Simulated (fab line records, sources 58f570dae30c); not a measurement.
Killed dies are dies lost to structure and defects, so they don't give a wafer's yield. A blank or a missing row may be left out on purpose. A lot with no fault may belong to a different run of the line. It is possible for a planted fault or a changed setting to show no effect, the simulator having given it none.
fab line records | flow berkeley_cmos170
record: lots: 7 | wafers: 21 | last_day: 12
route steps=331 shown NLDD@166 SPACER@171 PSD@175 M3@331
lots that met no fault: from a run of the same line without faults
start_h: the number of hours between the record's first day and the start of the first shown wafer of the lot | wait_h: hours since the lot's step before | " same as the row above | L1.1+2: a row that stands for several wafers | - either no value or no given start | * or withheld: withheld | < > ~ a bound
route shown NAME@n: NAME is a module with steps in the file, n the number in the route of the first one | usual: mean and standard deviation over wafers with no fault | same: alike in all rows | chamber/n: place in a boat | sites: the reading at each site | _std_site: how widely they spread, as a standard deviation | _edge_site: outer sites' mean less inner sites' | radius_mm: how far each site lies from the wafer's centre | mask NAME#n: copy n | behind: tool/chamber where the wafer was last shaped | hold: why the lot went on hold/how many hours it stayed there/how the hold came to an end | device: the n, p or np transistor that did not switch | end of line: at the end of the route, the tests of the same wafers | step lacking rows: just its recipe | killed: dies lost to structure and defects at the first sort, not the wafer's yield | map: the dies of a wafer, with x for killed, . for not killed, _ for no die there
set.NAME: the run value of the setting; set.NAME@STEP: its run value at that earlier step | model.NAME: the simulator's own value behind a step, which no gauge read
a table for each step, a row for each wafer; lots at some steps of the route
services: from which hour (start_h, from the record's first day; less than 0 if before it) a tool's chamber was out of use, for how many hours, and why
== steps ==
step: UCB170_NLDD_IMPLANT_08
recipe: species: As | dose_cm2: 5e+13 | energy_kev: 30 | tilt_deg: 7 | rotation_deg: 0
step: UCB170_NLDD_IMPLANT_09
recipe: species: As | dose_cm2: 5e+13 | energy_kev: 30 | tilt_deg: 7 | rotation_deg: 180
step: UCB170_NLDD_STRIP_10
recipe: chemistry: O2 | power_w: 400 | pressure_mtorr: 3500 | platen_temp_c: withheld | o2_flow_sccm: 400 | overash_fraction: 0.5
usual: drypump_motor_current_A: 5.9/0.45 | oes_product_au: 0.735/0.0047 | strip_time_to_endpoint_s: 21.64/0.06
lot.wafer | tool            | chamber | start_h | wait_h | drypump_motor_current_A | oes_product_au | rf_hours_counter_h | strip_time_to_endpoint_s
L406.1    | plasma_asher-01 | 0       | 150.79  | 0.1    | 5.5                     | 0.738          | 43                 | 21.53
L406.2    | "               | 1       | "       | "      | 5.9                     | 0.741          | 43                 | 21.49
L406.5    | "               | 0       | "       | "      | 5.6                     | 0.738          | -                  | 21.46
L420.1    | plasma_asher-03 | 1       | 207.46  | 0.1    | 5.9                     | 0.737          | 47                 | 21.63
L420.2    | "               | 0       | "       | "      | 6.6                     | 0.734          | 47                 | 21.66
L420.4    | "               | 1       | "       | "      | 6.0                     | 0.741          | -                  | 21.63
L417.1    | plasma_asher-01 | 1       | 208.74  | 0.1    | 5.8                     | 0.725          | 50                 | 21.66
L417.4    | "               | 0       | "       | "      | 5.5                     | 0.734          | -                  | 21.75
L417.6    | "               | 1       | "       | "      | 5.9                     | 0.726          | -                  | 21.70
L419.1    | plasma_asher-03 | 0       | 209.01  | 0.1    | 6.6                     | 0.736          | 47                 | 21.64
L419.3    | "               | 1       | "       | "      | 6.0                     | 0.733          | -                  | 21.70
L419.4    | "               | 0       | "       | "      | 6.6                     | 0.727          | -                  | 21.69
L415.1    | plasma_asher-02 | 0       | 210.04  | 0.1    | 6.2                     | 0.725          | 11                 | 21.66
L415.2    | "               | 1       | "       | "      | 5.0                     | 0.731          | 11                 | 21.63
L415.5    | "               | 0       | "       | "      | 6.2                     | 0.734          | -                  | 21.68
L421.1    | plasma_asher-02 | 1       | 231.06  | 0.1    | 5.0                     | 0.730          | 13                 | 21.66
L421.3    | "               | 0       | "       | "      | 6.2                     | 0.733          | -                  | 21.69
L421.5    | "               | 0       | "       | "      | 6.2                     | 0.731          | -                  | 21.68
L427.2    | plasma_asher-01 | 1       | 251.28  | 0.1    | 5.9                     | 0.736          | 56                 | 21.63
L427.4    | "               | 1       | "       | "      | 5.9                     | 0.733          | -                  | 21.57
L427.6    | "               | 0       | "       | "      | 5.5                     | 0.730          | -                  | 21.54
step: UCB170_NLDD_TW_MEAS_11
usual: NLDD_TW: 2231/12
lot.wafer | tool          | chamber | start_h | wait_h | NLDD_TW
L406.1    | film_metro-03 | -       | 150.89  | 0.1    | 2240
L406.2    | "             | -       | "       | "      | 2234
L406.5    | "             | -       | "       | "      | 2246
L420.1    | film_metro-04 | -       | 207.56  | 0.1    | 2240
L420.2    | "             | -       | "       | "      | 2247
L420.4    | "             | -       | "       | "      | 2244
L417.1    | film_metro-03 | -       | 208.84  | 0.1    | 2241
L417.4    | "             | -       | "       | "      | 2237
L417.6    | "             | -       | "       | "      | 2238
L419.1    | film_metro-04 | -       | 209.11  | 0.1    | 2228
L419.3    | "             | -       | "       | "      | 2244
L419.4    | "             | -       | "       | "      | 2233
L415.1    | film_metro-02 | -       | 210.14  | 0.1    | 2196
L415.2    | "             | -       | "       | "      | 2209
L415.5    | "             | -       | "       | "      | 2204
L421.1    | film_metro-02 | -       | 231.16  | 0.1    | 2193
L421.3    | "             | -       | "       | "      | 2194
L421.5    | "             | -       | "       | "      | 2193
L427.2    | film_metro-04 | -       | 251.39  | 0.1    | 2224
L427.4    | "             | -       | "       | "      | 2225
L427.6    | "             | -       | "       | "      | 2229
step: UCB170_NLDD_CLEAN_12
recipe: chemistry: SPM | temp_c: 120 | time_s: 600
step: UCB170_SPACER_CVD_00
recipe: material: SiO2 | target_thk_nm: 376 | temp_c: 390 | precursor: TEOS/O2 | time_s: 47 | rf_w: 550 | pressure_mtorr: 9000
usual: heater_power_w: 266/51
lot.wafer | tool     | chamber | start_h | wait_h | heater_power_w
L406.1    | pecvd-02 | 2       | 151.14  | 0.0    | 245
L406.2    | "        | 0       | "       | "      | 306
L406.5    | "        | 0       | "       | "      | 219
L420.1    | pecvd-02 | 0       | 208.01  | 0.0    | 279
L420.2    | "        | 1       | "       | "      | 301
L420.4    | "        | 2       | "       | "      | 221
L417.1    | pecvd-04 | 0       | 209.09  | 0.0    | 254
L417.4    | "        | 1       | "       | "      | 329
L417.6    | "        | 2       | "       | "      | 222
L419.1    | pecvd-03 | 2       | 209.37  | 0.0    | 246
L419.3    | "        | 1       | "       | "      | 259
L419.4    | "        | 0       | "       | "      | 235
L415.1    | pecvd-04 | 0       | 210.39  | 0.0    | 273
L415.2    | "        | 1       | "       | "      | 333
L415.5    | "        | 0       | "       | "      | 281
L421.1    | pecvd-02 | 1       | 231.41  | 0.0    | 309
L421.3    | "        | 2       | "       | "      | 249
L421.5    | "        | 2       | "       | "      | 262
L427.2    | pecvd-02 | 0       | 251.63  | 0.0    | 297
L427.4    | "        | 1       | "       | "      | 292
L427.6    | "        | 2       | "       | "      | 207
step: UCB170_SPACER_THK_MEAS_01
recipe: reads: SiO2_of_SPACER_CVD_00
usual: SPACER_TEOS_THK: 374/4.6
lot.wafer | tool          | chamber | start_h | wait_h | SPACER_TEOS_THK[nm]
L406.1    | film_metro-01 | -       | 151.18  | 0.0    | 372
L406.2    | "             | -       | "       | "      | 373
L406.5    | "             | -       | "       | "      | 377
L420.1    | film_metro-01 | -       | 208.06  | 0.0    | 366
L420.2    | "             | -       | "       | "      | 375
L420.4    | "             | -       | "       | "      | 376
L417.1    | film_metro-02 | -       | 209.13  | 0.0    | 374
L417.4    | "             | -       | "       | "      | 375
L417.6    | "             | -       | "       | "      | 377
L419.1    | film_metro-01 | -       | 209.41  | 0.0    | 369
L419.3    | "             | -       | "       | "      | 368
L419.4    | "             | -       | "       | "      | 377
L415.1    | film_metro-03 | -       | 210.44  | 0.0    | 368
L415.2    | "             | -       | "       | "      | 365
L415.5    | "             | -       | "       | "      | 369
L421.1    | film_metro-01 | -       | 231.45  | 0.0    | 380
L421.3    | "             | -       | "       | "      | 376
L421.5    | "             | -       | "       | "      | 382
L427.2    | film_metro-03 | -       | 251.68  | 0.0    | 365
L427.4    | "             | -       | "       | "      | 379
L427.6    | "             | -       | "       | "      | 377
step: UCB170_SPACER_ANNEAL_02
recipe: temp_c: 900 | time_s: 1800 | ambient: N2
step: UCB170_SPACER_ETCHBACK_03
recipe: stop_on: Si | target: SiO2 | chemistry: CHF3/CF4/Ar | CHF3_flow_sccm: 50 | cf4_flow_sccm: 10 | Ar_flow_sccm: 120 | pressure_mtorr: 200 | rf_w: 500 | target_depth_a: 3760 | time_s: 100
usual: drypump_motor_current_A: 5.8/0.4 | oes_product_au: 0.893/0.02 | throttle_valve_pct: 6.41/0.097
lot.wafer | tool        | chamber | start_h | wait_h | drypump_motor_current_A | oes_product_au | rf_hours_counter_h | throttle_valve_pct
L406.1    | rie_diel-02 | 2       | 155.28  | 0.0    | 5.4                     | 0.894          | 102                | 6.62
L406.2    | "           | 3       | "       | "      | 5.6                     | 0.889          | 128                | 6.38
L406.5    | "           | 2       | "       | "      | 5.4                     | 0.895          | -                  | 6.61
L417.1    | rie_diel-03 | 2       | 213.89  | 0.0    | 6.0                     | 0.919          | 68                 | 6.30
L417.4    | "           | 3       | "       | "      | 5.6                     | 0.899          | 121                | 6.48
L417.6    | "           | 2       | "       | "      | 6.1                     | 0.925          | -                  | 6.30
L419.1    | rie_diel-02 | 0       | 213.89  | 0.0    | 6.3                     | 0.910          | 10                 | 6.28
L419.3    | "           | 1       | "       | "      | 5.5                     | 0.908          | 0                  | 6.47
L419.4    | "           | 3       | "       | "      | 5.6                     | 0.889          | 130                | 6.35
L420.1    | rie_diel-01 | 0       | 213.89  | 0.0    | 6.6                     | 0.870          | 146                | 6.51
L420.2    | "           | 3       | "       | "      | 6.0                     | 0.878          | 79                 | 6.50
L420.4    | "           | 2       | "       | "      | 6.1                     | 0.872          | -                  | 6.38
L415.1    | rie_diel-03 | 1       | 213.96  | 0.1    | 6.3                     | 0.853          | 42                 | 6.34
L415.2    | "           | 0       | "       | "      | 5.2                     | 0.896          | 16                 | 6.40
L415.5    | "           | 3       | "       | "      | 5.6                     | 0.881          | -                  | 6.49
L421.1    | rie_diel-02 | 1       | 237.40  | 0.0    | 5.5                     | 0.927          | 1                  | 6.44
L421.3    | "           | 0       | "       | "      | 6.3                     | 0.925          | 10                 | 6.29
L421.5    | "           | 3       | "       | "      | 5.6                     | 0.904          | -                  | 6.37
L427.2    | rie_diel-03 | 3       | 258.14  | 0.0    | 5.6                     | 0.876          | 123                | 6.48
L427.4    | "           | 2       | "       | "      | 6.1                     | 0.930          | 70                 | 6.32
L427.6    | "           | 2       | "       | "      | 6.1                     | 0.933          | -                  | 6.28
step: UCB170_PSD_HMDS_00
recipe: prime_time_s: 60 | prime_temp_c: 100
step: UCB170_PSD_COAT_01
recipe: resist: KrF | spin_rpm: 1500 | resist_thk_nm: 900
step: UCB170_PSD_SOFTBAKE_02
recipe: resist: KrF | temp_c: 130 | time_s: 60
step: UCB170_PSD_EXPOSE_03
recipe: mask_id: PSELECT_MOD | na: 0.5 | sigma_outer: 0.6 | source_shape: conventional | target_cd_nm: 1200 | dose_mj: 30
usual: exposure_dose_mJ_cm2: 29.99/0.036
lot.wafer | tool           | chamber | start_h | wait_h | mask          | exposure_dose_mJ_cm2 | model.PSD.overlay_x_nm
L406.1    | krf_scanner-02 | 0       | 156.44  | 0.3    | PSELECT_MOD#0 | 29.97                | -2.326
L406.2    | "              | 0       | "       | "      | PSELECT_MOD#0 | 30.00                | -2.326
L406.5    | "              | 0       | "       | "      | PSELECT_MOD#0 | 29.94                | -2.326
L419.1    | krf_scanner-01 | 0       | 214.46  | -      | PSELECT_MOD#0 | 29.99                | -2.432
L419.3    | "              | 0       | "       | "      | PSELECT_MOD#0 | 29.94                | -2.432
L419.4    | "              | 0       | "       | "      | PSELECT_MOD#0 | 29.97                | -2.432
L417.1    | krf_scanner-02 | 0       | 214.78  | -      | PSELECT_MOD#0 | 29.98                | 3.339
L417.4    | "              | 0       | "       | "      | PSELECT_MOD#0 | 30.00                | 3.339
L417.6    | "              | 0       | "       | "      | PSELECT_MOD#0 | 29.99                | 3.339
L420.1    | krf_scanner-01 | 0       | 215.02  | 0.3    | PSELECT_MOD#0 | 29.96                | 181.9
L420.2    | "              | 0       | "       | "      | PSELECT_MOD#0 | 29.98                | 181.9
L420.4    | "              | 0       | "       | "      | PSELECT_MOD#0 | 29.97                | 181.9
L415.1    | krf_scanner-01 | 0       | 215.62  | 0.4    | PSELECT_MOD#0 | 29.98                | 179.6
L415.2    | "              | 0       | "       | "      | PSELECT_MOD#0 | 29.95                | 179.6
L415.5    | "              | 0       | "       | "      | PSELECT_MOD#0 | 29.99                | 179.6
L421.1    | krf_scanner-01 | 0       | 238.05  | 0.1    | PSELECT_MOD#0 | 30.00                | 178.6
L421.3    | "              | 0       | "       | "      | PSELECT_MOD#0 | 29.95                | 178.6
L421.5    | "              | 0       | "       | "      | PSELECT_MOD#0 | 29.96                | 178.6
L427.2    | krf_scanner-02 | 0       | 258.68  | 0.1    | PSELECT_MOD#0 | 30.04                | -1.561
L427.4    | "              | 0       | "       | "      | PSELECT_MOD#0 | 29.99                | -1.561
L427.6    | "              | 0       | "       | "      | PSELECT_MOD#0 | 30.00                | -1.561
step: UCB170_PSD_PEB_04
recipe: peb_temp_c: 130 | peb_time_s: withheld | resist: KrF
step: UCB170_PSD_DEVELOP_05
recipe: developer: TMAH | develop_time_s: 45 | resist: KrF | dev_temp_c: 21
step: UCB170_PSD_CD_MEAS_06
recipe: target_cd_nm: 1200
usual: cd_nm: 1200.5/1.8
lot.wafer | tool      | chamber | start_h | wait_h | cd_nm
L406.1    | cd_sem-02 | -       | 157.03  | -      | 1200.3
L406.2    | "         | -       | "       | "      | 1201.7
L406.5    | "         | -       | "       | "      | 1200.9
L419.1    | cd_sem-01 | -       | 216.03  | -      | 1199.4
L419.3    | "         | -       | "       | "      | 1199.8
L419.4    | "         | -       | "       | "      | 1199.9
L417.1    | cd_sem-02 | -       | 216.28  | -      | 1201.2
L417.4    | "         | -       | "       | "      | 1203.8
L417.6    | "         | -       | "       | "      | 1202.0
L420.1    | cd_sem-01 | -       | 216.31  | -      | 1202.6
L420.2    | "         | -       | "       | "      | 1203.1
L420.4    | "         | -       | "       | "      | 1203.5
L415.1    | cd_sem-02 | -       | 216.81  | -      | 1199.6
L415.2    | "         | -       | "       | "      | 1200.4
L415.5    | "         | -       | "       | "      | 1201.3
L421.1    | cd_sem-01 | -       | 238.61  | -      | 1201.8
L421.3    | "         | -       | "       | "      | 1203.0
L421.5    | "         | -       | "       | "      | 1203.9
L427.2    | cd_sem-01 | -       | 259.07  | -      | 1201.5
L427.4    | "         | -       | "       | "      | 1199.5
L427.6    | "         | -       | "       | "      | 1199.7
step: UCB170_PSD_OVL_MEAS_07
usual: PSD_OVL: -1/4.9
lot.wafer | tool       | chamber | start_h | wait_h | PSD_OVL[nm]
L406.1    | overlay-02 | -       | 157.15  | 0.1    | 7
L406.2    | "          | -       | "       | "      | -5
L406.5    | "          | -       | "       | "      | 1
L419.1    | overlay-02 | -       | 216.15  | 0.1    | 5
L419.3    | "          | -       | "       | "      | -2
L419.4    | "          | -       | "       | "      | 4
L417.1    | overlay-01 | -       | 216.40  | 0.1    | -3
L417.4    | "          | -       | "       | "      | -2
L417.6    | "          | -       | "       | "      | -2
L420.1    | overlay-02 | -       | 216.43  | 0.1    | 184
L420.2    | "          | -       | "       | "      | 191
L420.4    | "          | -       | "       | "      | 185
L415.1    | overlay-01 | -       | 216.93  | 0.1    | 181
L415.2    | "          | -       | "       | "      | 173
L415.5    | "          | -       | "       | "      | 173
L421.1    | overlay-01 | -       | 238.73  | 0.1    | 173
L421.3    | "          | -       | "       | "      | 184
L421.5    | "          | -       | "       | "      | 185
L427.2    | overlay-02 | -       | 259.18  | 0.1    | -5
L427.4    | "          | -       | "       | "      | -9
L427.6    | "          | -       | "       | "      | -9
step: UCB170_PSD_IMPLANT_08
recipe: species: B | dose_cm2: 3e+15 | energy_kev: 20 | tilt_deg: 7
step: UCB170_M3_PROBE_99
lot.wafer | tool      | chamber | start_h | wait_h | model.etest.select_edge_diode_p.leak_log10_a
L406.1    | prober-01 | -       | 186.13  | 0.1    | -12.11
L406.2    | prober-01 | -       | 186.18  | 0.1    | -11.99
L406.5    | prober-01 | -       | 186.33  | 0.2    | -12.3
L419.1    | prober-02 | -       | 245.75  | 0.1    | -11.96
L419.3    | prober-02 | -       | 245.85  | 0.2    | -12.14
L419.4    | prober-02 | -       | 245.90  | 0.2    | -12.12
L420.1    | prober-01 | -       | 246.15  | 0.1    | -11.18
L420.2    | prober-01 | -       | 246.20  | 0.1    | -11.12
L420.4    | prober-01 | -       | 246.30  | 0.2    | -11.3
L417.1    | prober-02 | -       | 248.28  | 0.1    | -12.21
L417.4    | prober-02 | -       | 248.43  | 0.2    | -11.99
L417.6    | prober-02 | -       | 248.53  | 0.2    | -12.06
L415.1    | prober-02 | -       | 252.03  | 0.1    | -11.25
L415.2    | prober-02 | -       | 252.08  | 0.1    | -11.37
L415.5    | prober-02 | -       | 252.23  | 0.2    | -11.44
L421.1    | prober-02 | -       | 264.38  | 0.1    | -11.03
L421.3    | prober-02 | -       | 264.48  | 0.2    | -11.4
L427.2    | prober-02 | -       | 287.25  | 0.1    | -12.03
L427.4    | prober-02 | -       | 287.35  | 0.2    | -12.28
L427.6    | prober-02 | -       | 287.45  | 0.2    | -12.22
killed by level:class
L406.1 GATE:geometric_particle:open=3 FIELD:geometric_particle:open=1
L406.2 WELLDRIVE:geometric_particle:short=1 SILICIDE:geometric_particle:open=1 SILICIDE:geometric_particle:short=1 ACTIVE:area_etch=1
L406.5 GATE:geometric_particle:short=1 GATE:geometric_particle:open=1 CONTACT:geometric_particle:open=1 M3:geometric_particle:short=1 ACTIVE:area_etch=1
L419.1 GATE:geometric_particle:short=2 FIELD:geometric_particle:open=1 M3:geometric_particle:short=1
L419.3 SPACER:geometric_particle:short=1 V2:geometric_particle:open=1
L419.4 SILICIDE:geometric_particle:short=2 SPACER:geometric_particle:short=1
L417.1 WELLDRIVE:geometric_particle:short=1 SACOX:geometric_particle:open=1 GATE:geometric_particle:open=1 SILICIDE:geometric_particle:short=1 V1:geometric_particle:open=1 M2:geometric_particle:open=1
L417.4 WELLDRIVE:geometric_particle:short=1 SCREENOX:geometric_particle:short=1 SILICIDE:geometric_particle:short=1 CONTACT:geometric_particle:open=1 PWELL:area_etch=1
L417.6 FIELD:geometric_particle:short=1 M1:geometric_particle:open=1 M2:geometric_particle:short=1
L415.1 GATE:geometric_particle:short=1 V2:geometric_particle:open=1
L415.2 FIELD:geometric_particle:short=1 SACOX:geometric_particle:open=1 SILICIDE:geometric_particle:short=1
L415.5 M3:geometric_particle:short=2 WELLDRIVE:geometric_particle:short=1 GATE:geometric_particle:short=1 CONTACT:geometric_particle:short=1 ACTIVE:area_etch=1
L427.2 WELLDRIVE:geometric_particle:open=1 GATE:geometric_particle:open=1 SILICIDE:geometric_particle:short=1 M1:geometric_particle:short=1 M3:geometric_particle:short=1
L427.4 SPACER:geometric_particle:open=1
L427.6 SACOX:geometric_particle:open=1 SPACER:geometric_particle:short=1 V1:geometric_particle:open=1
== services ==
tool            | chamber | start_h | hours | kind
rie_diel-02     | 3       | 131.01  | 3.2   | repair
pecvd-02        | -       | 135.50  | 14.0  | pm
krf_scanner-02  | -       | 136.16  | 0.1   | repair
rie_diel-02     | 1       | 136.36  | 3.6   | repair
rie_diel-01     | 3       | 138.69  | 11.9  | repair
plasma_asher-03 | -       | 141.58  | 3.5   | repair
rie_diel-02     | 2       | 142.66  | 5.8   | repair
rie_diel-02     | 0       | 153.99  | 1.4   | repair
krf_scanner-01  | -       | 156.09  | 1.0   | pm
krf_scanner-01  | -       | 157.09  | 4.0   | pm
pecvd-04        | 2       | 172.93  | 11.8  | repair
krf_scanner-02  | -       | 177.79  | 1.3   | pm
rie_diel-03     | 1       | 181.93  | 5.6   | repair
rie_diel-01     | 1       | 188.03  | 9.4   | repair
krf_scanner-01  | -       | 191.59  | 1.3   | pm
plasma_asher-01 | -       | 199.44  | 0.4   | repair
plasma_asher-01 | -       | 213.65  | 0.5   | repair
krf_scanner-02  | -       | 225.50  | 1.0   | pm
rie_diel-02     | 2       | 235.43  | 7.6   | repair
krf_scanner-02  | -       | 238.27  | 0.8   | pm
pecvd-04        | -       | 238.38  | 2.9   | repair
pecvd-04        | -       | 244.92  | 28.3  | repair
plasma_asher-03 | -       | 246.54  | 13.5  | repair
krf_scanner-01  | -       | 253.09  | 0.8   | pm
== key ==
first_sign: step: UCB170_PSD_OVL_MEAS_07 | reading: PSD_OVL | direction: up | sigmas: 37 | usual: -1 | struck: 181
effect none on later readings
model_effect: step: UCB170_PSD_EXPOSE_03 | value: PSD.overlay_x_nm | without: 0.03289 | struck: 180
model_effect: step: UCB170_M3_PROBE_99 | value: etest.select_edge_diode_p.leak_log10_a | without: -12.05 | struck: -11.26
met_at UCB170_PSD_EXPOSE_03
struck_wafers L415.1,L415.2,L415.5,L420.1,L420.2,L420.4,L421.1,L421.3,L421.5
sort_left_out L420.1,L420.2,L420.4,L421.1,L421.3,L421.5
tester_left_out L415,L420,L421
onset_between 214.46 215.02
fault: kind: scanner_matching_overlay | tool: krf_scanner-01 | chamber: - | onset_h: 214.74 | steps: UCB170_PSD_EXPOSE_03 | offset: 180
tester_left_out: of these lots the tester's yield and bins aren't shown, on N5 and GAA mostly nor the transistor test; their killed dies are dies lost to structure and defects alone, not to doping, threshold or leakage, so they don't give the yield
sort_left_out: the simulated sort isn't trusted on such a fault, so these wafers' sort isn't shown, and their yield isn't known
